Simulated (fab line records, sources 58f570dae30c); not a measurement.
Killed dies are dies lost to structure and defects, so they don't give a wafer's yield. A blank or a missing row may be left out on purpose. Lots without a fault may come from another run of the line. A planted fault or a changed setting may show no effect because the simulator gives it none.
Problem report in the 8D (eight disciplines) form, filled by code | flow berkeley_cmos170 | the parts of the form that need people (team, actions taken, sign-off) are left out

1. THE PROBLEM
SPACER_TEOS_THK at UCB170_SPACER_THK_MEAS_01 reads a mean of 314 nm on 2 wafers of 1 lot; wafers without a fault read 377 nm with a standard deviation of 4.2. That is -15 standard deviations from the usual mean.
First seen on wafer L591.2, day 10 08:10, on film_metro-04. The record holds 39 wafers of 13 lots with a number at this step. Rule for "out", or "out of limits": more than 4 standard deviations from the usual mean. The other wafers with a number count as sound.

2. WHAT IT IS AND WHAT IT IS NOT
question                    | is                | is not
which readings at this step | SPACER_TEOS_THK   | -
which lots                  | L591              | L577, L578, L579, L581, L584, L585, L586, L588, L593, L594, L598, L599
which wafers of those lots  | L591.2, L591.4    | L591.6
read on which gauges        | film_metro-04     | film_metro-01, film_metro-02
when                        | from day 10 08:10 | up to then (25 sound wafers); but 12 sound wafers of L593, L594, L598, L599 came after

3. SUSPECTS, AND WHAT RULES EACH OUT
Counting: a tool at a process step up to the reading stays a suspect if it ran every lot that is out. Sound lots after the first of them don't rule it out here, since some wafers of a struck lot are sound.
- the gauge at UCB170_SPACER_THK_MEAS_01: ruled out. All the wafers that are out were read on film_metro-04, but those of them that UCB170_SPACER_ETCHBACK_03 has rows for are out there too, on other tools.
- pecvd-04 at UCB170_SPACER_CVD_00 (deposits SiO2 from TEOS/O2, target thk 376 nm, time 47 s): kept. It ran the lot that is out, L591 (day 10 08:06); its last sound lot up to then is L585 (day 8 13:20).
- Within pecvd-04 at UCB170_SPACER_CVD_00: the wafers that are out ran in chamber 1; their sound lot-mates ran in chamber 0.
Left after counting: pecvd-04 at UCB170_SPACER_CVD_00.

4. THE CAUSE (what the simulator had put in)
Process parameter drift: pecvd-04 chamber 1, from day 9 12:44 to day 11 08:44, at UCB170_SPACER_CVD_00. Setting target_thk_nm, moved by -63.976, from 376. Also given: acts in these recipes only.
Counting left only this tool.

5. THE CHAIN OF EFFECTS, in route order
Each row: a reading whose mean over the struck wafers that have a number lies more than 3 standard deviations from the usual. Only readings for which the record gives a usual standard deviation are gone through. hours: the time from each lot's start at the first step in this table that gives one to its start at this step, as a median over the lots. sigmas: the change in usual standard deviations.
hours | step                      | reading         | usual      | on struck wafers | change | sigmas
0     | UCB170_SPACER_THK_MEAS_01 | SPACER_TEOS_THK | 377 nm     | 314              | -62    | -15
4     | UCB170_SPACER_ETCHBACK_03 | oes_product_au  | 0.899 a.u. | 0.793            | -0.106 | -7.1
The process steps in it:
- UCB170_SPACER_ETCHBACK_03: etches SiO2 in CHF3/CF4/Ar, stops on Si, target depth 376 nm, time 100 s.

6. WHAT WOULD HAVE CAUGHT IT SOONER
In this record the first reading out of limits at a measuring or inspecting step was taken at day 10 08:10, 19 hours after the fault began at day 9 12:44.
Of the tool readings at UCB170_SPACER_CVD_00 for which the record gives a usual standard deviation, none was out on any struck wafer, so an alarm limit of 4 standard deviations on them would not have fired.
All the lots that are out (1) had begun UCB170_SPACER_CVD_00 on pecvd-04 by day 10 08:10. A hold on the tool at that time would have spared none of them.
